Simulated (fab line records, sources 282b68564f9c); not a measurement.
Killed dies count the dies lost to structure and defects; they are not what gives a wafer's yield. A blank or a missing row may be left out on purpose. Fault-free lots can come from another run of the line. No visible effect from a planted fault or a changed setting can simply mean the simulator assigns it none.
Comparing a struck lot with a sound one || flow rit cmos || 18 out of 202 route steps
Sound: the wafers L858.1, L858.5, L858.6. Struck: wafers L869.1, L869.4, L869.5. The cause comes at the end.
Per side, at each step with rows, come the tool, then ch with its chambers, and then its first start. Under that, the readings that differ: sound wafers || struck wafers || difference of the means || sigmas: that difference in standard deviations of wafers without a fault.
alike: readings whose means differ by less than 2 such deviations, and words and numbers that are the same on both sides. not compared: withheld readings, readings that some wafer has no value for, bounds like >300 that may hide the same value, and numbers for which the record gives no deviation and whose values overlap.
A row with sigmas, a row that says differs or no value, or rows on one side alone: a step with any of these is where the two part. Numbers that have no deviation but don't overlap get no sigmas and don't part them. A reading missing from all wafers of one side parts the sides only when that side holds two or more wafers.

first, 2 steps without rows for these wafers: RIT_NWELL_HARDBAKE_07 (time 120 s); RIT_NWELL_IMPLANT_08.
RIT_NWELL_STRIP_09: strips in O2, time 180 s.
  sound on plasma asher-01 ch 0,1, day 3 18:58; struck on plasma asher-02 ch 1, day 5 20:25
  alike: drypump motor current A
  not compared: rf hours counter h
RIT_NWELL_TW_MEAS_10:
  sound on film metro-01 at day 3 19:08; struck on film metro-01 at day 5 20:35
  alike: NWELL_TW
then, 6 steps without rows for these wafers: RIT_PWELL_HMDS_00 (prime time 60 s); RIT_PWELL_COAT_01 (resist thk 1300 nm); RIT_PWELL_SOFTBAKE_02 (time 60 s); RIT_PWELL_EXPOSE_03 (exposes mask M3, target cd 43700 nm); RIT_PWELL_PEB_04; RIT_PWELL_DEVELOP_05 (develop time 68 s).
RIT_PWELL_OVL_MEAS_06:
  sound on overlay-01 at day 3 20:12; struck on overlay-01 at day 5 21:39
  alike: PWELL_OVL
then, 1 step without rows for these wafers: RIT_PWELL_HARDBAKE_07 (time 120 s).
RIT_PWELL_IMPLANT_08:
  sound on implanter-04 ch 0, day 3 20:29; struck on implanter-04 ch 0, day 5 21:56
{"reading": "dose ions cm2", "sound": "6.991e+13 7.001e+13 6.992e+13", "struck": "9.938e+13 9.941e+13 9.933e+13", "difference": "+2.943e+13", "sigmas": "+99 or more"}
{"reading": "faraday current uA", "sound": "216 217 217", "struck": "315 320 312", "difference": "+99", "sigmas": "+22"}
RIT_PWELL_STRIP_09: strips in O2, time 180 s.
  sound on plasma asher-04 ch 0,1, day 3 20:38; struck on plasma asher-03 ch 0,1, day 5 22:05
  alike: drypump motor current A
  not compared: rf hours counter h
RIT_PWELL_TW_MEAS_10:
  sound on film metro-02 at day 3 20:49; struck on film metro-01 at day 5 22:29
{"reading": "PWELL_TW", "sound": "960 959 957", "struck": "1042 1038 1041", "difference": "+82", "sigmas": "+7"}
  not compared: hold
RIT_WELLDRIVE_RS_MEAS_01: measurement is done with a four-point probe.
  sound on film metro-02 at day 4 01:59; struck on film metro-01 at day 6 12:34
  alike: NWELL_RS
RIT_WELLDRIVE_RS_MEAS_02: measurement is done with a four-point probe.
  sound on film metro-02 at day 4 02:07; struck on film metro-01 at day 6 12:58
{"reading": "PWELL_RS (ohm/sq)", "sound": "427.1 426.8 426.4", "struck": "346.1 345.6 345.8", "difference": -80.9, "sigmas": -67}
  not compared: hold
then, 1 step without rows for these wafers: RIT_M1_PROBE_99.

## WHERE THEY PART
Earliest at RIT_PWELL_IMPLANT_08; latest, in this record, at RIT_WELLDRIVE_RS_MEAS_02.

WHY: the cause the simulator had injected
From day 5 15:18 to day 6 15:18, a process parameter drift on implanter-04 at RIT_PWELL_IMPLANT_08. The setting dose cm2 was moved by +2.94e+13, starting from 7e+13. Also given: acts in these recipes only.
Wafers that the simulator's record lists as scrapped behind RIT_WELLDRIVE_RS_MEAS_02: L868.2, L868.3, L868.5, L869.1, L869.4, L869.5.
